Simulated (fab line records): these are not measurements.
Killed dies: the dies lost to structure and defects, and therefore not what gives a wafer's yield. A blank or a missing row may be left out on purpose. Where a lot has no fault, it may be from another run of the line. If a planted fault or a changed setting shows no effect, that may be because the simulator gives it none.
fab line records ; flow ritCmos
record: lots: 6; wafers: 18; lastDay: 6
route steps=202 shown SILICIDE@163 CONTACT@168 M1@202
lots that met no fault: taken from a fault-free run of the same line
startH: hours from the record's opening day to when the first of the lot's shown wafers began ; waitH: hours since the lot's step before ; " identical to the entry in the row above ; L1.1+2: a row that stands for several wafers ; - value missing, or start not given ; * or withheld: withheld ; < > ~ a bound
route shown NAME@n: a module of which the file shows steps, and the number in the route of the first ; usual: mean/standard deviation of fault-free wafers ; same: alike in all rows ; chamber/n: place in a boat ; sites: per-site readings ; _std_site: their standard deviation ; _edge_site: the outer-site mean with the inner-site mean subtracted ; radiusMm: for every site, how far away it sits from the centre of the wafer ; mask NAME#n: copy n ; behind: the last tool/chamber to shape the wafer ; hold: reason for holding the lot/hours on hold/outcome of the hold ; device: whichever transistor did not switch (one of n, p or np) ; end of line: the same wafers' tests at the end of the route ; a step given without rows: its recipe and nothing more ; killed: the dies lost at the first sort to structure and to defects; this is not the yield of the wafer ; map: dies across one wafer; x = killed, . = not, _ = none there
set.NAME: the run value of the setting; set.NAME@STEP: its run value at that earlier step ; model.NAME: the simulator's own value behind a step, which no gauge read
certain route steps with their lots: each step a table, each wafer a row
services: when a tool's chamber went out of use (startH, in hours from the record's first day, below 0 if earlier), for how many hours, and the reason
== steps ==
step: RIT_SILICIDE_RS_MEAS_02
recipe: thkMeasGauge: four-point-probe; reads: Ti_of_SILICIDE_SPUTTER_01
usual: SILICIDE_TI_RS: 47.8/0.64
lot.wafer;tool;chamber;startH;waitH;SILICIDE_TI_RS[ohm/sq]
L251.3;filmMetro-02;-;61.11;0.1;48.6
L251.4;filmMetro-02;-;61.11;0.1;48.7
L251.6;filmMetro-02;-;61.11;0.1;48.1
L253.1;filmMetro-01;-;70.96;0.1;47.3
L253.5;filmMetro-01;-;70.96;0.1;47.2
L253.6;filmMetro-01;-;70.96;0.1;47.0
L260.1;filmMetro-01;-;104.92;0.1;48.7
L260.3;filmMetro-01;-;104.92;0.1;48.7
L260.6;filmMetro-01;-;104.92;0.1;48.0
L262.1;filmMetro-02;-;115.56;0.1;47.0
L262.5;filmMetro-02;-;115.56;0.1;47.7
L262.6;filmMetro-02;-;115.56;0.1;48.2
L265.2;filmMetro-01;-;129.85;0.1;47.9
L265.4;filmMetro-01;-;129.85;0.1;48.7
L265.5;filmMetro-01;-;129.85;0.1;47.6
L266.1;filmMetro-01;-;137.44;0.1;47.6
L266.2;filmMetro-01;-;137.44;0.1;48.3
L266.5;filmMetro-01;-;137.44;0.1;47.6
step: RIT_SILICIDE_THK_MEAS_03
recipe: thkMeasGauge: xrf; reads: Ti_of_SILICIDE_SPUTTER_01
usual: SILICIDE_TI_THK: 30.4/0.35
lot.wafer;tool;chamber;startH;waitH;SILICIDE_TI_THK[nm]
L251.3;filmMetro-02;-;61.21;0.1;30.1
L251.4;filmMetro-02;-;61.21;0.1;30.2
L251.6;filmMetro-02;-;61.21;0.1;30.4
L253.1;filmMetro-01;-;71.08;0.1;30.7
L253.5;filmMetro-01;-;71.08;0.1;30.8
L253.6;filmMetro-01;-;71.08;0.1;30.7
L260.1;filmMetro-01;-;105.04;0.1;30.0
L260.3;filmMetro-01;-;105.04;0.1;30.0
L260.6;filmMetro-01;-;105.04;0.1;30.1
L262.1;filmMetro-02;-;115.68;0.1;30.8
L262.5;filmMetro-02;-;115.68;0.1;30.3
L262.6;filmMetro-02;-;115.68;0.1;30.1
L265.2;filmMetro-01;-;129.96;0.1;30.6
L265.4;filmMetro-01;-;129.96;0.1;30.0
L265.5;filmMetro-01;-;129.96;0.1;30.8
L266.1;filmMetro-01;-;137.56;0.1;30.5
L266.2;filmMetro-01;-;137.56;0.1;30.2
L266.5;filmMetro-01;-;137.56;0.1;30.6
step: RIT_SILICIDE_RTA_04
recipe: tempC: 650; timeS: 10; idleTempC: 25; rampUpS: 5; rampDownS: 5; coolToC: 25; ambient: N2
usual: wafer_temp_C_max: 653.5/0.61
lot.wafer;tool;chamber;startH;waitH;wafer_temp_C_max
L251.3;rtpAnneal-01;0;61.28;0.1;652.5
L251.4;rtpAnneal-01;0;61.28;0.1;654.2
L251.6;rtpAnneal-01;0;61.28;0.1;653.2
L253.1;rtpAnneal-01;0;71.14;0.1;653.0
L253.5;rtpAnneal-01;0;71.14;0.1;653.2
L253.6;rtpAnneal-01;0;71.14;0.1;654.1
L260.1;rtpAnneal-02;0;105.10;0.1;653.4
L260.3;rtpAnneal-02;0;105.10;0.1;654.7
L260.6;rtpAnneal-02;0;105.10;0.1;653.8
L262.1;rtpAnneal-02;0;115.74;0.1;653.1
L262.5;rtpAnneal-02;0;115.74;0.1;652.7
L262.6;rtpAnneal-02;0;115.74;0.1;654.0
L265.2;rtpAnneal-02;0;130.02;0.1;653.1
L265.4;rtpAnneal-02;0;130.02;0.1;653.7
L265.5;rtpAnneal-02;0;130.02;0.1;653.0
L266.1;rtpAnneal-02;0;137.62;0.1;652.7
L266.2;rtpAnneal-02;0;137.62;0.1;653.1
L266.5;rtpAnneal-02;0;137.62;0.1;653.2
step: RIT_SILICIDE_WET_ETCH_05
recipe: chemistry: SPM; target: Ti; tempC: 90; timeS: 120; dry: n2Spin
step: RIT_SILICIDE_RTA_06
recipe: tempC: 750; timeS: 10; idleTempC: 25; rampUpS: 5; rampDownS: 10; coolToC: 25; ambient: N2
usual: wafer_temp_C_max: 754.2/0.77
lot.wafer;tool;chamber;startH;waitH;wafer_temp_C_max
L251.3;rtpAnneal-02;0;61.38;0.0;752.2
L251.4;rtpAnneal-02;0;61.38;0.0;754.5
L251.6;rtpAnneal-02;0;61.38;0.0;754.9
L253.1;rtpAnneal-02;0;71.25;0.0;755.2
L253.5;rtpAnneal-02;0;71.25;0.0;754.5
L253.6;rtpAnneal-02;0;71.25;0.0;755.7
L260.1;rtpAnneal-01;0;105.28;0.0;753.9
L260.3;rtpAnneal-01;0;105.28;0.0;753.9
L260.6;rtpAnneal-01;0;105.28;0.0;754.1
L262.1;rtpAnneal-01;0;115.86;0.0;754.9
L262.5;rtpAnneal-01;0;115.86;0.0;754.1
L262.6;rtpAnneal-01;0;115.86;0.0;755.3
L265.2;rtpAnneal-02;0;130.13;0.0;753.3
L265.4;rtpAnneal-02;0;130.13;0.0;755.5
L265.5;rtpAnneal-02;0;130.13;0.0;753.7
L266.1;rtpAnneal-01;0;137.73;0.0;753.8
L266.2;rtpAnneal-01;0;137.73;0.0;756.1
L266.5;rtpAnneal-01;0;137.73;0.0;754.7
step: RIT_CONTACT_CVD_00
recipe: material: SiO2; targetThkNm: 400; precursor: TEOS; tempC: 390; timeS: 61; rfW: 400
usual: heaterPowerW: 299/40
lot.wafer;tool;chamber;startH;waitH;heaterPowerW
L251.3;pecvd-01;0;61.43;0.0;238
L251.4;pecvd-01;0;61.43;0.0;252
L251.6;pecvd-01;1;61.43;0.0;292
L253.1;pecvd-02;1;71.31;0.1;362
L253.5;pecvd-02;1;71.31;0.1;381
L253.6;pecvd-02;0;71.31;0.1;328
L260.1;pecvd-01;1;105.35;0.1;293
L260.3;pecvd-01;2;105.35;0.1;292
L260.6;pecvd-01;0;105.35;0.1;208
L262.1;pecvd-02;0;115.92;0.1;357
L262.5;pecvd-02;2;115.92;0.1;288
L262.6;pecvd-02;1;115.92;0.1;361
L265.2;pecvd-02;0;130.18;0.0;342
L265.4;pecvd-02;0;130.18;0.0;343
L265.5;pecvd-02;1;130.18;0.0;379
L266.1;pecvd-01;2;137.87;0.1;314
L266.2;pecvd-01;1;137.87;0.1;247
L266.5;pecvd-01;1;137.87;0.1;265
step: RIT_CONTACT_THK_MEAS_01
recipe: reads: SiO2_of_CONTACT_CVD_00
usual: CONTACT_TEOS_THK: 399/5.2
lot.wafer;tool;chamber;startH;waitH;CONTACT_TEOS_THK[nm]
L251.3;filmMetro-03;-;61.50;0.0;399
L251.4;filmMetro-03;-;61.50;0.0;401
L251.6;filmMetro-03;-;61.50;0.0;402
L253.1;filmMetro-03;-;71.36;0.0;395
L253.5;filmMetro-03;-;71.36;0.0;403
L253.6;filmMetro-03;-;71.36;0.0;404
L260.1;filmMetro-03;-;105.40;0.0;404
L260.3;filmMetro-03;-;105.40;0.0;397
L260.6;filmMetro-03;-;105.40;0.0;406
L262.1;filmMetro-04;-;115.97;0.0;395
L262.5;filmMetro-04;-;115.97;0.0;405
L262.6;filmMetro-04;-;115.97;0.0;393
L265.2;filmMetro-03;-;130.24;0.0;399
L265.4;filmMetro-03;-;130.24;0.0;401
L265.5;filmMetro-03;-;130.24;0.0;402
L266.1;filmMetro-03;-;137.92;0.0;395
L266.2;filmMetro-03;-;137.92;0.0;404
L266.5;filmMetro-03;-;137.92;0.0;405
step: RIT_CONTACT_HMDS_02
recipe: primeTimeS: 60; primeTempC: 140
step: RIT_CONTACT_COAT_03
recipe: resist: NOVOLAK; spinRpm: 3250; resistThkNm: 1000
step: RIT_CONTACT_SOFTBAKE_04
recipe: resist: NOVOLAK; tempC: 90; timeS: 60
step: RIT_CONTACT_EXPOSE_05
recipe: maskId: M11; na: 0.6; sourceShape: conventional; sigmaOuter: 0.5; targetCdNm: 1000; doseMj: 250
step: RIT_CONTACT_PEB_06
recipe: resist: NOVOLAK; tempC: withheld; timeS: withheld
step: RIT_CONTACT_DEVELOP_07
recipe: resist: NOVOLAK; developTimeS: 120; devTempC: 23
usual: exhaustPa: 45.0/0.86
lot.wafer;tool;chamber;startH;waitH;exhaustPa
L251.3;lithoTrack-03;0;62;-;44.8
L251.4;lithoTrack-03;0;62;-;45.2
L251.6;lithoTrack-03;0;62;-;44.6
L253.1;lithoTrack-04;0;72;-;45.3
L253.5;lithoTrack-04;0;72;-;44.0
L253.6;lithoTrack-04;0;72;-;44.4
L260.1;lithoTrack-03;0;106;-;46.5
L260.3;lithoTrack-03;0;106;-;46.1
L260.6;lithoTrack-03;0;106;-;44.9
L262.1;lithoTrack-04;0;116;-;45.7
L262.5;lithoTrack-04;0;117;-;46.6
L262.6;lithoTrack-04;0;117;-;44.9
L265.2;lithoTrack-03;0;131;-;45.8
L265.4;lithoTrack-03;0;131;-;47.1
L265.5;lithoTrack-03;0;131;-;46.2
L266.1;lithoTrack-03;0;138;-;44.9
L266.2;lithoTrack-03;0;138;-;43.7
L266.5;lithoTrack-03;0;138;-;45.1
step: RIT_CONTACT_CD_MEAS_08
recipe: targetCdNm: 1000
usual: cdNm: 999.8/2.1
lot.wafer;tool;chamber;startH;waitH;cdNm
L251.3;cdSem-01;-;62.70;-;996.9
L251.4;cdSem-01;-;62.70;-;998.8
L251.6;cdSem-01;-;62.70;-;997.4
L253.1;cdSem-02;-;72.39;-;998.0
L253.5;cdSem-02;-;72.39;-;1000.0
L253.6;cdSem-02;-;72.39;-;998.0
L260.1;cdSem-02;-;106.42;-;998.3
L260.3;cdSem-02;-;106.42;-;999.3
L260.6;cdSem-02;-;106.42;-;998.6
L262.1;cdSem-02;-;117.13;-;998.0
L262.5;cdSem-02;-;117.13;-;1000.8
L262.6;cdSem-02;-;117.13;-;1001.8
L265.2;cdSem-01;-;131.50;-;981.3
L265.4;cdSem-01;-;131.50;-;982.1
L265.5;cdSem-01;-;131.50;-;979.1
L266.1;cdSem-02;-;139.07;-;979.0
L266.2;cdSem-02;-;139.07;-;981.1
L266.5;cdSem-02;-;139.07;-;980.9
step: RIT_CONTACT_OVL_MEAS_09
usual: CONTACT_OVL: -1.0/1
lot.wafer;tool;chamber;startH;waitH;CONTACT_OVL[nm]
L251.3;overlay-02;-;62.80;0.1;-0.8
L251.4;overlay-02;-;62.80;0.1;-1.2
L251.6;overlay-02;-;62.80;0.1;-1.5
L253.1;overlay-02;-;72.51;0.1;0.0
L253.5;overlay-02;-;72.51;0.1;0.4
L253.6;overlay-02;-;72.51;0.1;2.1
L260.1;overlay-01;-;106.54;0.1;-2.5
L260.3;overlay-01;-;106.54;0.1;-1.4
L260.6;overlay-01;-;106.54;0.1;-2.1
L262.1;overlay-02;-;117.25;0.1;-1.1
L262.5;overlay-02;-;117.25;0.1;-0.3
L262.6;overlay-02;-;117.25;0.1;0.0
L265.2;overlay-02;-;131.61;0.1;-0.8
L265.4;overlay-02;-;131.61;0.1;-1.8
L265.5;overlay-02;-;131.61;0.1;-2.5
L266.1;overlay-02;-;139.19;0.1;-0.4
L266.2;overlay-02;-;139.19;0.1;-0.6
L266.5;overlay-02;-;139.19;0.1;0.7
step: RIT_CONTACT_HARDBAKE_10
recipe: resist: NOVOLAK; tempC: 140; timeS: 60
step: RIT_CONTACT_ETCH_11
recipe: targetDepthA: 4800; overEtchFrac: 0.2; stopOn: TiSi2; chemistry: CHF3/CF4/Ar; target: SiO2; CHF3_flow_sccm: 50; cf4FlowSccm: 10; Ar_flow_sccm: 100; O2_flow_sccm: 5; pressureMtorr: 100; rfW: 200; timeS: 320
usual: drypumpMotorCurrentA: 5.4/0.45; oesProductAu: 0.990/0.018; throttleValvePct: 8.93/0.16
lot.wafer;tool;chamber;startH;waitH;drypumpMotorCurrentA;oesProductAu;rfHoursCounterH;throttleValvePct;model.CONTACT.cdNm
L251.3;rieDiel-02;3;62.97;0.1;4.9;1.022;78;9.20;996.6
L251.4;rieDiel-02;2;62.97;0.1;5.2;0.993;135;8.75;998.6
L251.6;rieDiel-02;1;62.97;0.1;5.5;0.988;-;8.82;997.9
L253.1;rieDiel-03;0;72.70;0.1;5.3;0.968;103;8.82;998.1
L253.5;rieDiel-03;2;72.70;0.1;6.3;0.982;-;9.14;1000
L253.6;rieDiel-03;1;72.70;0.1;5.2;0.997;-;9.02;997.9
L260.1;rieDiel-03;1;106.77;0.1;5.2;1.005;3;9.03;998.6
L260.3;rieDiel-03;3;106.77;0.1;5.4;0.997;118;8.80;999.6
L260.6;rieDiel-03;0;106.77;0.1;5.4;0.967;-;8.82;998.3
L262.1;rieDiel-03;0;117.43;0.1;5.3;0.964;104;8.83;998.1
L262.5;rieDiel-03;2;117.43;0.1;6.3;0.982;-;9.15;1001
L262.6;rieDiel-03;3;117.43;0.1;5.4;0.992;-;8.78;1002
L265.2;rieDiel-03;0;131.79;0.1;5.3;0.959;104;8.83;981.4
L265.4;rieDiel-03;1;131.79;0.1;5.2;0.997;3;9.05;982.1
L265.5;rieDiel-03;1;131.79;0.1;5.2;1.002;-;9.04;979.3
L266.1;rieDiel-03;2;139.38;0.1;6.3;0.973;48;9.15;978.7
L266.2;rieDiel-03;3;139.38;0.1;5.4;0.991;119;8.80;980.7
L266.5;rieDiel-03;3;139.38;0.1;5.4;0.996;-;8.79;981.1
step: RIT_CONTACT_STRIP_12
recipe: chemistry: O2; timeS: 180; resist: NOVOLAK; platenTempC: withheld; powerW: 500; pressureMtorr: 4000; o2FlowSccm: 4000
usual: drypumpMotorCurrentA: 5.8/0.5; rfReflPowerW: 6.5/1.4
lot.wafer;tool;chamber;startH;waitH;drypumpMotorCurrentA;rfHoursCounterH;rfReflPowerW
L251.3;plasmaAsher-04;1;63.22;0.2;4.7;-;7.9
L251.4;plasmaAsher-04;0;63.22;0.2;6.2;-;6.4
L251.6;plasmaAsher-04;1;63.22;0.2;4.7;-;8.1
L253.1;plasmaAsher-04;0;72.89;0.1;6.2;45;6.3
L253.5;plasmaAsher-04;1;72.89;0.1;4.7;-;7.8
L253.6;plasmaAsher-04;0;72.89;0.1;6.2;-;6.2
L260.1;plasmaAsher-03;0;106.96;0.1;5.6;47;7.3
L260.3;plasmaAsher-03;1;106.96;0.1;6.6;-;5.2
L260.6;plasmaAsher-03;1;106.96;0.1;6.6;-;5.2
L262.1;plasmaAsher-02;0;117.63;0.1;5.9;29;4.3
L262.5;plasmaAsher-02;0;117.63;0.1;5.9;-;5.0
L262.6;plasmaAsher-02;1;117.63;0.1;5.5;-;7.7
L265.2;plasmaAsher-02;0;131.98;0.1;5.9;31;4.4
L265.4;plasmaAsher-02;0;131.98;0.1;5.8;-;4.4
L265.5;plasmaAsher-02;0;131.98;0.1;5.9;-;4.7
L266.1;plasmaAsher-02;1;139.57;0.1;5.5;31;8.2
L266.2;plasmaAsher-02;0;139.57;0.1;5.9;31;4.6
L266.5;plasmaAsher-02;1;139.57;0.1;5.5;-;8.1
step: RIT_M1_PROBE_99
usual: killedAtContacts: 0.1/0.27; killedAtFrontEnd: 6.1/2.9; killedDies: 6.2/2.9; killedOpen: 3.2/1.9; killedShort: 3/1.9
same: grossDies: 264; killed_at_M0_to_M3: 0; killed_at_M4_up: 0; killedAtBackSide: 0; killedAtOther: 0
lot.wafer;tool;chamber;startH;waitH;killedAtContacts;killedAtFrontEnd;killedDies;killedOpen;killedShort;model.etest.contactToGate.bvRightV;model.etest.contactToGate.bvLeftV
L251.3;prober-02;-;68.47;0.2;1;9;10;3;7;91.89;90.69
L251.4;prober-02;-;68.52;0.2;0;9;9;6;3;89.22;90.93
L251.6;prober-02;-;68.62;0.2;0;9;9;3;6;90.27;93.41
L253.1;prober-02;-;77.68;0.1;0;5;5;5;0;87.98;87.97
L253.5;prober-02;-;77.88;0.2;0;4;4;1;3;88.77;90.63
L253.6;prober-02;-;77.93;0.2;0;5;5;4;1;89.07;90.59
L260.1;prober-01;-;111.76;0.1;0;5;5;2;3;91.88;89.29
L260.3;prober-01;-;111.86;0.2;1;2;3;1;2;92.36;92.58
L260.6;prober-01;-;112.01;0.2;0;3;3;2;1;92.4;90.53
L262.1;prober-01;-;122.61;0.1;0;2;2;1;1;90.24;95.52
L262.5;prober-01;-;122.81;0.2;0;7;7;5;2;92.09;92.07
L262.6;prober-01;-;122.86;0.2;0;4;4;1;3;88.74;90.97
L265.2;prober-02;-;136.91;0.1;0;7;7;3;4;97.6;94.37
L265.4;prober-02;-;137.01;0.2;0;4;4;2;2;97.31;93.3
L265.5;prober-02;-;137.06;0.2;0;8;8;3;5;97.62;96.03
L266.1;prober-01;-;144.39;0.1;0;10;10;7;3;94.51;97.53
L266.2;prober-01;-;144.44;0.1;0;5;5;3;2;92.65;98.63
L266.5;prober-01;-;144.59;0.2;0;10;10;4;6;88.93;96.37
killed by level:class
L251.3 GATE:geometricParticle:short=3 REOX:geometricParticle:short=3 GATE:geometricParticle:open=2 CONTACT:geometricParticle:short=1 SPACER:geometricParticle:open=1
L251.4 GATE:geometricParticle:open=3 SPACER:geometricParticle:open=3 SPACER:geometricParticle:short=2 FOX1:geometricParticle:short=1
L251.6 GATE:geometricParticle:short=4 FOX1:geometricParticle:open=2 FOX1:geometricParticle:short=1 GATE:geometricParticle:open=1 REOX:geometricParticle:short=1
L253.1 FOX2:geometricParticle:open=2 GATE:geometricParticle:open=2 SILICIDE:geometricParticle:open=1
L253.5 GATE:geometricParticle:short=2 FOX2:geometricParticle:open=1 REOX:geometricParticle:short=1
L253.6 REOX:geometricParticle:open=2 FOX2:geometricParticle:short=1 FOX2:geometricParticle:open=1 SILICIDE:geometricParticle:open=1
L260.1 REOX:geometricParticle:short=2 FOX1:geometricParticle:open=1 GATE:geometricParticle:short=1 SILICIDE:geometricParticle:open=1
L260.3 GATE:geometricParticle:short=1 SPACER:geometricParticle:short=1 CONTACT:geometricParticle:open=1
L260.6 FOX1:geometricParticle:open=1 GATE:geometricParticle:open=1 SILICIDE:geometricParticle:short=1
L262.1 GATE:geometricParticle:short=1 SPACER:geometricParticle:open=1
L262.5 GATE:geometricParticle:open=2 FOX1:geometricParticle:open=1 FOX2:geometricParticle:open=1 GATE:geometricParticle:short=1 REOX:geometricParticle:short=1 SPACER:geometricParticle:open=1
L262.6 GATE:geometricParticle:short=2 FOX2:geometricParticle:open=1 REOX:geometricParticle:short=1
L265.2 FOX1:geometricParticle:short=2 REOX:geometricParticle:short=2 FOX1:geometricParticle:open=1 GATE:geometricParticle:open=1 REOX:geometricParticle:open=1
L265.4 FOX1:geometricParticle:short=1 FOX1:geometricParticle:open=1 GATE:geometricParticle:open=1 SPACER:geometricParticle:short=1
L265.5 FOX1:geometricParticle:short=2 SPACER:geometricParticle:short=2 FOX2:geometricParticle:open=1 GATE:geometricParticle:open=1 GATE:geometricParticle:short=1 REOX:geometricParticle:open=1
L266.1 FOX1:geometricParticle:open=3 GATE:geometricParticle:open=3 FOX1:geometricParticle:short=1 GATE:geometricParticle:short=1 REOX:geometricParticle:open=1 SPACER:geometricParticle:short=1
L266.2 SPACER:geometricParticle:open=2 FOX1:geometricParticle:short=1 REOX:geometricParticle:open=1 SILICIDE:geometricParticle:short=1
L266.5 FOX1:geometricParticle:short=3 GATE:geometricParticle:short=2 GATE:geometricParticle:open=2 FOX1:geometricParticle:open=1 REOX:geometricParticle:open=1 SPACER:geometricParticle:short=1
== services ==
tool;chamber;startH;hours;kind
rieDiel-03;-;47.60;1.2;repair
pecvd-02;-;48.64;0.9;repair
rieDiel-02;-;80.15;2.8;pm
rieDiel-02;-;96.14;0.3;repair
plasmaAsher-02;-;105.11;0.7;repair
rieDiel-02;0;126.73;-;clean
rieDiel-02;0;126.73;15.0;scheduledDown
rieDiel-02;0;126.73;15.0;ventCycle
rtpAnneal-01;-;127.12;3.8;pm
pecvd-01;-;133.17;1.6;repair
== key ==
firstSign: step: RIT_CONTACT_CD_MEAS_08; reading: cdNm; direction: down; sigmas: 9; usual: 999.8; struck: 980.6
effect none on later readings
modelEffect: step: RIT_CONTACT_ETCH_11; value: CONTACT.cdNm; without: 1000; struck: 980.4
modelEffect: step: RIT_M1_PROBE_99; value: etest.contactToGate.bvRightV; without: 89.81; struck: 94.77
metAt RIT_CONTACT_DEVELOP_07
struckWafers L265.2,L265.4,L265.5,L266.1,L266.2,L266.5
testerLeftOut L265,L266
onsetBetween 106 131
alsoFits time
fault: kind: processParameterDrift; tool: lithoTrack-03; chamber: -; onsetH: 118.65; steps: RIT_CONTACT_DEVELOP_07; channel: developTimeS; offset: *; shape: step; endH: 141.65; actsIn: *; stated: *
testerLeftOut: of these lots the tester's yield and bins aren't shown, on N5 and GAA mostly nor the transistor test; their killed dies are dies lost to structure and defects alone, not to doping, threshold or leakage, so they don't give the yield
